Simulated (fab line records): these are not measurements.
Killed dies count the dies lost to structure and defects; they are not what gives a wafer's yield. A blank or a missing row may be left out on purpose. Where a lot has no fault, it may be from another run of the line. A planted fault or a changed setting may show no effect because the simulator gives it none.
A lot that was struck, set against a sound lot | flow rit-cmos | 15 steps out of a route of 202
Sound: these wafers, L965.2, L965.3, L965.5. The struck wafers were L980.4, L980.5, L980.6. The cause comes at the end.
Per side, at each step with rows, come the tool, then ch with its chambers, and then its first start. Under that, the readings that differ: sound wafers | struck wafers | difference of the means | sigmas: that difference in standard deviations of wafers without a fault.
alike: a reading whose means differ by less than 2 such deviations, as well as words and numbers matching on both sides. not compared: withheld readings; readings where some wafer has no value; bounds like >300 that might hide an equal value; numbers whose values overlap and for which the record gives no deviation.
A row with sigmas, a row that says differs or no value, or rows on one side alone: a step with any of these is where the two part. Numbers that have no deviation but don't overlap get no sigmas and don't part them. A reading missing from all wafers of one side parts the sides only when that side holds two or more wafers.

first, 1 step without rows for these wafers: RIT_ACTIVE_OXIDATION_01 (target thk 46.8 nm, ox time 3360 s).
RIT_ACTIVE_THK_MEAS_02:
  sound: film-metro-03 at day 1 12:11; struck: film-metro-04 at day 4 15:21
  alike: ACTIVE_OXIDE_THK
then, 1 step without rows for these wafers: RIT_ACTIVE_CVD_03 (deposits Si3N4 from SiH2Cl2/NH3, target thk 150 nm, time 1500 s).
RIT_ACTIVE_THK_MEAS_04:
  sound: film-metro-04 at day 1 13:44; struck: film-metro-03 at day 4 17:24
  alike: ACTIVE_NITRIDE_THK
then, 6 steps without rows for these wafers: RIT_ACTIVE_HMDS_05 (prime time 60 s); RIT_ACTIVE_COAT_06 (resist thk 1000 nm); RIT_ACTIVE_SOFTBAKE_07 (time 60 s); RIT_ACTIVE_EXPOSE_08 (exposes mask M1, target cd 1400 nm); RIT_ACTIVE_PEB_09; RIT_ACTIVE_DEVELOP_10 (develop time 50 s).
RIT_ACTIVE_CD_MEAS_11 targets a cd of 1400 nm.
  sound: cd-sem-02 at day 1 14:46; struck: cd-sem-01 at day 4 18:20
  alike: cd-nm
then, 1 step without rows for these wafers: RIT_ACTIVE_HARDBAKE_12 (time 60 s).
RIT_ACTIVE_ETCH_13: etches Si3N4 in SF6, stops on SiO2, time 210 s, target depth 210 nm.
  sound on rie-diel-04 ch 0,1,2, day 1 15:06; struck on rie-diel-04 ch 2,3, day 4 18:33
  reading                        | sound                | struck               | difference | sigmas
  chamber-pressure-mTorr (mTorr) | 260.09 260.07 259.74 | 207.94 208.11 207.99 | -51.95     | -99 or more
  alike: drypump-motor-current-A, oes-product-au, throttle-valve-pct
  not compared: rf-hours-counter-h
RIT_ACTIVE_STRIP_14: strips in O2, time 180 s.
  sound on plasma-asher-04 ch 0,1, day 1 15:14; struck on plasma-asher-01 ch 0,1, day 4 18:44
  alike: drypump-motor-current-A
  not compared: rf-hours-counter-h
-- the record jumps here: 2 days lie between the struck wafers' starts before and after (it left off in module ACTIVE and takes up again in module M1, whose first step shown is number 202 of the route) --
RIT_M1_PROBE_99:
  sound: prober-02 at day 3 20:17; struck: prober-01 at day 7 01:19
  alike: killed-at-contacts, killed-at-front-end, killed-dies, killed-open, killed-short

== WHERE THEY PART ==
Only at RIT_ACTIVE_ETCH_13, as far as this record shows. Later steps at which nothing parts them and some readings are alike: RIT_ACTIVE_STRIP_14, RIT_M1_PROBE_99.

WHY: what the simulator had put in
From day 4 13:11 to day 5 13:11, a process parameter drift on rie-diel-04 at RIT_ACTIVE_ETCH_13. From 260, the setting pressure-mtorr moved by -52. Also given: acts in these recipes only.
